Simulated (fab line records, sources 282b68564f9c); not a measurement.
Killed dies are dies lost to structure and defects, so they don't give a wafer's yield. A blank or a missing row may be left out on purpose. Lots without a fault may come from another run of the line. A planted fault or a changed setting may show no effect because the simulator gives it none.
Split-lot experiment | flow rit_cmos | 5 lots, 23 wafers read, on a route of 202 steps

THE SPLIT
At RIT_NLDD_COAT_01 (resist thk 1000 nm), the setting resist_thk_nm was moved away from the recipe's 1000 nm on 7 of the 23 wafers read, by +2.4% to +5.3%. The other wafers ran this setting at the recipe's value.

FROM THE SPLIT TO THE READING: what the file shows between them, 1 step
- RIT_NLDD_DEVELOP_05: develop time 50 s (also split here: develop_time_s)

THE READING
NOVOLAK_of_NLDD_COAT_01.thk_nm (the simulator's own value, which no gauge read), in nm, at RIT_NLDD_HARDBAKE_07 (time 60 s). The file gives no usual value for it. The 16 wafers here that ran the recipe average 883.7 nm, standard deviation 2.2 nm.

wafer  | tool, chamber at the split | resist_thk_nm as run, nm | against the recipe | NOVOLAK_of_NLDD_COAT_01.thk_nm, nm | against lot-mates on the recipe
L075.2 | litho_track-04, 0          | 1000                     | recipe             | 883.5                              | -
L075.4 | litho_track-04, 0          | 1000                     | recipe             | 883.5                              | -
L075.3 | litho_track-04, 0          | 1000                     | recipe             | 886.3                              | -
L075.5 | litho_track-04, 0          | 1000                     | recipe             | 886.1                              | -
L075.6 | litho_track-04, 0          | 1000                     | recipe             | 883.8                              | -
L077.1 | litho_track-01, 0          | 1000                     | recipe             | 880.7                              | -
L077.3 | litho_track-01, 0          | 1000                     | recipe             | 880.7                              | -
L077.2 | litho_track-01, 0          | 1053                     | +5.3%              | 928.8                              | +47.6
L077.4 | litho_track-01, 0          | 1053                     | +5.3%              | 924.8                              | +43.6
L077.6 | litho_track-01, 0          | 1000                     | recipe             | 882.1                              | -
L079.1 | litho_track-04, 0          | 1000                     | recipe             | 885.1                              | -
L079.3 | litho_track-04, 0          | 1000                     | recipe             | 888                                | -
L079.5 | litho_track-04, 0          | 1000                     | recipe             | 886.1                              | -
L080.1 | litho_track-01, 0          | 1024                     | +2.4%              | 904.5                              | +20.6
L080.3 | litho_track-01, 0          | 1024                     | +2.4%              | 906.2                              | +22.3
L080.4 | litho_track-01, 0          | 1000                     | recipe             | 882.6                              | -
L080.5 | litho_track-01, 0          | 1000                     | recipe             | 885.2                              | -
L080.6 | litho_track-01, 0          | 1024                     | +2.4%              | 904.1                              | +20.2
L082.2 | litho_track-02, 0          | 1000                     | recipe             | 880.7                              | -
L082.3 | litho_track-02, 0          | 1048                     | +4.8%              | 922.2                              | +40.4
L082.4 | litho_track-02, 0          | 1000                     | recipe             | 883.5                              | -
L082.5 | litho_track-02, 0          | 1000                     | recipe             | 881.3                              | -
L082.6 | litho_track-02, 0          | 1048                     | +4.8%              | 924.7                              | +42.9

THE FIT
A straight line over all 23 wafers: NOVOLAK_of_NLDD_COAT_01.thk_nm changes by +8.26 nm for each +1% of resist_thk_nm; r = +0.99; the points scatter about the line by 2.2 nm.
The same after taking each lot's own level away (the mean of its wafers on the recipe; 23 wafers): +8.65 nm for each +1%; r = +1.00; scatter 1.3 nm.
On that fit, the largest move of resist_thk_nm shifts the reading by 46 nm.
The lots' own levels span 881.17 to 886.40 nm, that is 2.4 times the standard deviation above.
So the lot-to-lot level changes the slope little: the two slopes agree.
Check: with one of the wafers moved furthest among these (+5.3%) left out of the fit, the line predicts +45.3 nm for it against its lot-mates. It came out at +47.6 nm against them.

OTHER SPLITS ON THESE WAFERS
These wafers also went through other splits before the reading. Each is held against what the fit with the lots' levels taken away leaves over:
other split on the same wafers     | wafers away from the commonest value | r with NOVOLAK_of_NLDD_COAT_01.thk_nm (lot level and that fit taken away)
RIT_GATE_COAT_11 spin_rpm          | 8                                    | +0.29
RIT_NLDD_DEVELOP_05 develop_time_s | 8                                    | -0.16

THE WHOLE CHAIN: every reading that the file lists as answering this split, in the file's order
step                 | what it does       | reading                                                                         | change (the file's fit)              | r (the file's)
RIT_NLDD_COAT_01     | resist thk 1000 nm | NOVOLAK_of_NLDD_COAT_01.thk_nm (the simulator's own value, which no gauge read) | +9.9 nm for each +1% of the setting  | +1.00
RIT_NLDD_HARDBAKE_07 | time 60 s          | NOVOLAK_of_NLDD_COAT_01.thk_nm (the simulator's own value, which no gauge read) | +8.66 nm for each +1% of the setting | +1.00

THE FILE'S OWN FIT
NOVOLAK_of_NLDD_COAT_01.thk_nm changes by +8.66 nm for each +1% of resist_thk_nm, r = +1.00.
